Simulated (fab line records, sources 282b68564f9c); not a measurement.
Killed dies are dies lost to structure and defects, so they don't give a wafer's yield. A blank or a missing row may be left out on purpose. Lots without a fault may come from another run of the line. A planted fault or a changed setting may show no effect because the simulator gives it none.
A struck lot beside a sound one | flow rit_cmos | 30 steps out of a route of 202
Sound: wafers L707.4, L707.5, L707.6. Struck: wafers L693.2, L693.3, L693.5. The cause comes at the end.
At each step with rows: each side's tool, then ch and its chambers, then its first start. Under that, the readings that differ: sound wafers | struck wafers | difference of the means | sigmas: that difference in standard deviations of wafers without a fault.
alike: readings whose means differ by less than 2 such deviations, and words and numbers that are the same on both sides. not compared: withheld readings, readings that some wafer has no value for, bounds like >300 that may hide the same value, and numbers for which the record gives no deviation and whose values overlap.
The two part at a step that has a row with sigmas, a row that says differs or no value, or rows on one side only. Numbers that don't overlap but have no deviation are shown without sigmas and don't part them. A reading that every wafer of one side lacks parts them only if that side has two wafers or more.

RIT_FOX2_THK_MEAS_01:
  sound on film_metro-03, day 6 00:01; struck on film_metro-01, day 3 02:02
  alike: FOX2_OXIDE_THK
then, 2 steps without rows for these wafers: RIT_FOX2_CLEAN_02 (cleans in dHF, time 180 s); RIT_FOX2_WET_ETCH_03 (etches Si3N4 in H3PO4, target depth 195 nm, time 2700 s).
RIT_FOX2_THK_MEAS_90:
  sound on film_metro-02, day 6 01:02; struck on film_metro-01, day 3 02:55
  alike: FIELD_OXIDE_LEFT_1_THK
then, 6 steps without rows for these wafers: RIT_NWELL_HMDS_00 (prime time 60 s); RIT_NWELL_COAT_01 (resist thk 1300 nm); RIT_NWELL_SOFTBAKE_02 (time 60 s); RIT_NWELL_EXPOSE_03 (exposes mask M2, target cd 43900 nm); RIT_NWELL_PEB_04; RIT_NWELL_DEVELOP_05 (develop time 68 s).
RIT_NWELL_OVL_MEAS_06:
  sound on overlay-01, day 6 01:58; struck on overlay-01, day 3 03:56
  alike: NWELL_OVL
then, 1 step without rows for these wafers: RIT_NWELL_HARDBAKE_07 (time 120 s).
RIT_NWELL_IMPLANT_08:
  sound on implanter-04 ch 0, day 6 02:19; struck on implanter-01 ch 0, day 3 04:33
RIT_NWELL_STRIP_09: strips in O2, time 180 s.
  sound on plasma_asher-02 ch 0,1, day 6 02:27; struck on plasma_asher-02 ch 0,1, day 3 04:41
  alike: drypump_motor_current_A
  not compared: rf_hours_counter_h
RIT_NWELL_TW_MEAS_10:
  sound on film_metro-02, day 6 02:35; struck on film_metro-01, day 3 04:52
  reading  | sound          | struck         | difference | sigmas
  NWELL_TW | 2134 2133 2137 | 2598 2604 2605 | +468       | +19
then, 6 steps without rows for these wafers: RIT_PWELL_HMDS_00 (prime time 60 s); RIT_PWELL_COAT_01 (resist thk 1300 nm); RIT_PWELL_SOFTBAKE_02 (time 60 s); RIT_PWELL_EXPOSE_03 (exposes mask M3, target cd 43700 nm); RIT_PWELL_PEB_04; RIT_PWELL_DEVELOP_05 (develop time 68 s).
RIT_PWELL_OVL_MEAS_06:
  sound on overlay-02, day 6 03:31; struck on overlay-02, day 3 05:55
  reading        | sound       | struck         | difference | sigmas
  PWELL_OVL (nm) | 1.0 1.2 0.9 | -1.4 -1.6 -2.5 | -2.9       | -3
then, 2 steps without rows for these wafers: RIT_PWELL_HARDBAKE_07 (time 120 s); RIT_PWELL_IMPLANT_08.
RIT_PWELL_STRIP_09: strips in O2, time 180 s.
  sound on plasma_asher-02 ch 0,1, day 6 04:00; struck on plasma_asher-03 ch 0,1, day 3 06:25
  alike: drypump_motor_current_A
  not compared: rf_hours_counter_h
RIT_PWELL_TW_MEAS_10:
  sound on film_metro-02, day 6 04:08; struck on film_metro-04, day 3 06:36
  alike: PWELL_TW
then, 1 step without rows for these wafers: RIT_WELLDRIVE_ANNEAL_00 (time 14700 s).
RIT_WELLDRIVE_RS_MEAS_01: measures by four-point-probe.
  sound on film_metro-01, day 6 10:59; struck on film_metro-04, day 3 12:52
  reading           | sound             | struck            | difference | sigmas
  NWELL_RS (ohm/sq) | 275.2 276.3 275.4 | 182.3 182.0 182.3 | -93.4      | -99 or more
RIT_WELLDRIVE_RS_MEAS_02: measures by four-point-probe.
  sound on film_metro-01, day 6 11:07; struck on film_metro-04, day 3 12:59
  alike: PWELL_RS
RIT_M1_PROBE_99:
  the record has rows for the struck wafers here (prober-02, day 4 20:20) and none for the sound ones

WHERE THEY PART
First at RIT_NWELL_TW_MEAS_10; last, within this record, at RIT_M1_PROBE_99.

WHY: what the simulator had put in
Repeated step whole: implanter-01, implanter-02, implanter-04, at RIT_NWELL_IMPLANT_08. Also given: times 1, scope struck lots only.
